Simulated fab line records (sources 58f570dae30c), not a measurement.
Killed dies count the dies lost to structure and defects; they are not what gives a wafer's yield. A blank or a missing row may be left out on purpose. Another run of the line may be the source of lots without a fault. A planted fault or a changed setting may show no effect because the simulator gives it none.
Which tool is to blame? | flow berkeleyCmos170 | 13 lots with 39 wafers sampled at 3 steps, on a route of 331 steps

WHAT THE GAUGES SHOWED, per wafer
UCB170_NSD_CD_MEAS_06 targets a cd of 1200 nm.
lot  | measured     | on       | cdNm (nm)
L589 | day 7 14:25  | cdSem-02 | 1197.6 1198.4 1199.2
L592 | day 7 14:35  | cdSem-01 | 1200.2 1200.0 1199.5
L591 | day 7 14:59  | cdSem-02 | 1202.2 1200.4 1201.0
L590 | day 7 15:04  | cdSem-01 | 1197.9 1199.0 1198.8
L593 | day 7 23:19  | cdSem-01 | 1202.1 1200.3 1201.1
L597 | day 8 03:50  | cdSem-02 | 1201.4 1201.1 1201.1
L594 | day 8 04:02  | cdSem-02 | 1200.3 1200.8 1199.1
L595 | day 8 04:19  | cdSem-02 | 1201.2 1201.5 1201.3
L596 | day 8 17:05  | cdSem-02 | 1201.4 1200.0 1201.3
L599 | day 9 05:55  | cdSem-01 | 1200.9 1200.9 1200.4
L598 | day 9 06:08  | cdSem-02 | 1196.5 1197.3 1197.5
L600 | day 9 10:31  | cdSem-01 | 1199.7 1199.7 1198.6
L601 | day 10 05:41 | cdSem-01 | 1196.8 1197.4 1198.4

UCB170_V1_CD_MEAS_90 targets a cd of 700 nm.
lot  | measured     | on       | cdNm (nm)
L589 | day 8 08:19  | cdSem-02 | 700.8 700.1 701.1
L592 | day 8 07:42  | cdSem-02 | 697.9 698.4 697.8
L591 | day 8 08:37  | cdSem-01 | 699.2 699.9 700.0
L590 | day 8 08:44  | cdSem-01 | 699.0 700.0 701.2
L593 | day 8 17:48  | cdSem-02 | 698.3 700.0 700.3
L597 | day 9 05:46  | cdSem-02 | 697.5 698.9 698.9
L594 | day 9 02:13  | cdSem-02 | 701.8 698.6 701.3
L595 | day 9 06:02  | cdSem-01 | 700.0 698.1 699.4
L596 | day 9 14:23  | cdSem-02 | 701.3 701.5 701.1
L599 | day 10 03:27 | cdSem-01 | 701.1 699.1 698.4
L598 | day 10 04:11 | cdSem-02 | 699.1 698.5 699.5
L600 | day 10 04:10 | cdSem-01 | 699.0 701.7 700.4
L601 | day 10 21:52 | cdSem-01 | 698.0 700.4 700.3

EACH LOT AND THE TOOL THAT RAN IT (in order: tool; ch and the chambers of the sampled wafers; start)
lot  | UCB170_V1_CVD_00
L589 | pecvd-03 ch 0,1,2, day 8 05:21
L592 | pecvd-04 ch 0,1, day 8 05:21
L591 | pecvd-02 ch 0,2, day 8 05:21
L590 | pecvd-04 ch 0,1,2, day 8 05:31
L593 | pecvd-02 ch 0,1, day 8 13:52
L597 | pecvd-02 ch 0,1,2, day 9 01:15
L594 | pecvd-04 ch 0,1, day 8 21:10
L595 | pecvd-04 ch 0,1, day 9 01:15
L596 | pecvd-04 ch 0,1, day 9 11:52
L599 | pecvd-03 ch 0,1,2, day 9 21:59
L598 | pecvd-04 ch 0,1,2, day 9 21:59
L600 | pecvd-02 ch 1,2, day 9 21:59
L601 | pecvd-03 ch 0,1,2, day 10 19:42
- UCB170_V1_CVD_00: deposits SiO2 from TEOS/O2, target thk 2000 nm, time 250 s.

AS READ BY THE TOOLS THEMSELVES (means over the sampled wafers that have a number; for cases with no such wafer, the mark the record gives instead)
UCB170_V1_CVD_00.
lot  | tool     | heaterPowerW (W)
L589 | pecvd-03 | 226
L592 | pecvd-04 | 247
L591 | pecvd-02 | 228
L590 | pecvd-04 | 269
L593 | pecvd-02 | 262
L597 | pecvd-02 | 256
L594 | pecvd-04 | 228
L595 | pecvd-04 | 261
L596 | pecvd-04 | 237
L599 | pecvd-03 | 262
L598 | pecvd-04 | 265
L600 | pecvd-02 | 237
L601 | pecvd-03 | 233

THE ANSWER, worked out from the rows above alone
Rule: the lots themselves supply what counts as usual. Put in order of their means at a reading, lots are off if they are a third of the lots or fewer, leave a main group of 4 or more, and stand apart from it by a gap of 3 or more times the standard deviation of the main group's means; of several such gaps the widest counts. A main group whose means are all the same, to the digits that the tables above print for the reading, isn't used. Also off: a lot with no number at a reading for which 4 or more lots have one. Where the step has rows for the other lots, those lots are counted as sound. Order of review: gauges by route order, followed by the tools' own readings, for which a lot's mean as printed above is used. At the first step where some lot is off, the reading lying furthest off is the one used; lots without a number count as furthest.
Nothing can be told from this: no lot is off at any reading shown.

WHAT THE SIMULATOR PUT IN
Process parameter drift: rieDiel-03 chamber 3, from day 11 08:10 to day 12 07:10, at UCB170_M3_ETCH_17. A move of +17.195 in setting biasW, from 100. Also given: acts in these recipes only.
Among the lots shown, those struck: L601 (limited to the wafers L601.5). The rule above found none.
